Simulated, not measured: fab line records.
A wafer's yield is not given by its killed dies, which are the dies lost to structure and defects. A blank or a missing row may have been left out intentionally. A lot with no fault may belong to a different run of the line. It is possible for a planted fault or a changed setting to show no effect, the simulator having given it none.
fab line records	flow berkeleyCmos170
record lots=14	wafers=42	lastDay=12
route steps=331 shown ZERO@10
lots untouched by any fault: they come from a run of this same line in which no faults occurred
startH: the number of hours between the record's first day and the start of the first shown wafer of the lot	waitH: hours elapsed since this lot's preceding step	" unchanged from the row above	L1.1+2: a single row standing in for several wafers	- no value present, or no start provided	* or withheld: withheld	< > ~ a bound
route shown NAME@n: NAME is a module with steps in the file, n the number in the route of the first one	usual: mean/standard deviation taken from wafers without a fault	same: alike in all rows	chamber/n: place in a boat	sites: the reading at each site	_std_site: their standard deviation	_edge_site: outer sites' mean less inner sites'	radiusMm: how far each site lies from the wafer's centre	mask NAME#n: copy n	behind: the last tool/chamber to shape the wafer	hold: what put the lot on hold/how long, in hours/how the hold closed	device: names the non-switching transistor (n, p or np)	end of line: the route-end tests of the same wafers	a step without rows: its recipe alone	killed: dies lost to structure and defects at the first sort, not the wafer's yield	map: shows each die of a wafer: x if killed, . if not, _ if none is there
set.NAME: the setting the step ran with; set.NAME@STEP: the setting that earlier step ran with	model.NAME: the simulator's own value behind a step, which no gauge read
one table for each step of the route and one row for each wafer, over a sample of lots
## steps
# step UCB170_ZERO_PEB_04
# recipe pebTempC=130	pebTimeS=withheld	resist=KrF
# usual chillPlateTempC=23.00/0.11	exhaustPa=45.2/0.86
lot.wafer	tool	chamber	startH	waitH	chillPlateTempC	exhaustPa
L494.2	lithoTrack-03	0	20	-	22.89	45.9
L494.4	"	0	"	"	22.96	44.2
L494.6	"	0	"	"	23.00	46.1
L497.2	lithoTrack-03	-	31.63	0.1	-	-
L497.4	"	-	"	"	-	-
L497.6	"	-	"	"	-	-
L498.1	lithoTrack-01	-	37.49	0.3	-	-
L498.2	"	-	"	"	-	-
L498.3	"	-	"	"	-	-
L507.1	lithoTrack-03	0	86.61	0.1	23.26	45.3
L507.3	"	0	"	"	23.02	45.7
L507.4	"	0	"	"	23.18	46.5
L509.1	lithoTrack-03	0	92.60	0.6	23.05	46.1
L509.2	"	0	"	"	23.12	46.9
L509.3	"	0	"	"	23.03	45.6
L508.3	lithoTrack-01	0	92.75	0.6	22.79	45.8
L508.4	"	0	"	"	23.13	45.8
L508.5	"	0	"	"	22.77	44.1
L510.2	lithoTrack-01	0	97.85	0.3	22.84	44.8
L510.3	"	0	"	"	23.08	45.4
L510.4	"	0	"	"	22.95	45.6
L511.2	lithoTrack-03	0	101.66	0.1	22.93	45.1
L511.3	"	0	"	"	22.92	46.2
L511.6	"	0	"	"	22.99	44.3
L512.2	lithoTrack-04	0	108.72	0.3	22.99	45.0
L512.3	"	0	"	"	23.02	45.3
L512.6	"	0	"	"	22.98	44.2
L513.2	lithoTrack-01	0	114.20	0.6	22.95	45.6
L513.3	"	0	"	"	23.08	46.2
L513.6	"	0	"	"	23.03	45.8
L514.2	lithoTrack-03	0	119.61	0.4	22.84	45.5
L514.3	"	0	"	"	22.96	43.8
L514.6	"	0	"	"	22.97	46.1
L515.2	lithoTrack-03	0	124.47	0.3	22.98	44.8
L515.3	"	0	"	"	23.11	45.6
L515.6	"	0	"	"	22.96	46.9
L516.2	lithoTrack-01	0	131.44	0.1	22.97	44.2
L516.3	"	0	"	"	23.14	43.6
L516.4	"	0	"	"	23.05	45.2
L517.3	lithoTrack-04	0	134.05	0.1	22.87	45.3
L517.4	"	0	"	"	22.92	43.9
L517.5	"	0	"	"	22.93	45.4
## key
firstSign step=UCB170_ZERO_PEB_04	reading=toolRecord	direction=missing
effect none on later readings
metAt UCB170_ZERO_PEB_04
struckLots L497,L498
laterRowsLeftOut L497.2,L497.4,L497.6,L498.1,L498.2,L498.3
sortLeftOut L497.2,L497.4,L497.6,L498.1,L498.2,L498.3
testerLeftOut L497,L498
onsetBetween 20 31.63
fault kind=skippedStepWhole	tool=lithoTrack-01,lithoTrack-03	chamber=-	onsetH=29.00	steps=UCB170_ZERO_PEB_04	scope=struckLotsOnly
# testerLeftOut: of these lots the tester's yield and bins aren't shown, on N5 and GAA mostly nor the transistor test; their killed dies are dies lost to structure and defects alone, not to doping, threshold or leakage, so they don't give the yield
# sortLeftOut: the simulated sort isn't trusted on such a fault, so these wafers' sort isn't shown, and their yield isn't known
# laterRowsLeftOut: the simulator's readings of these wafers behind a module that went badly wrong aren't trusted and aren't shown, but for the sort
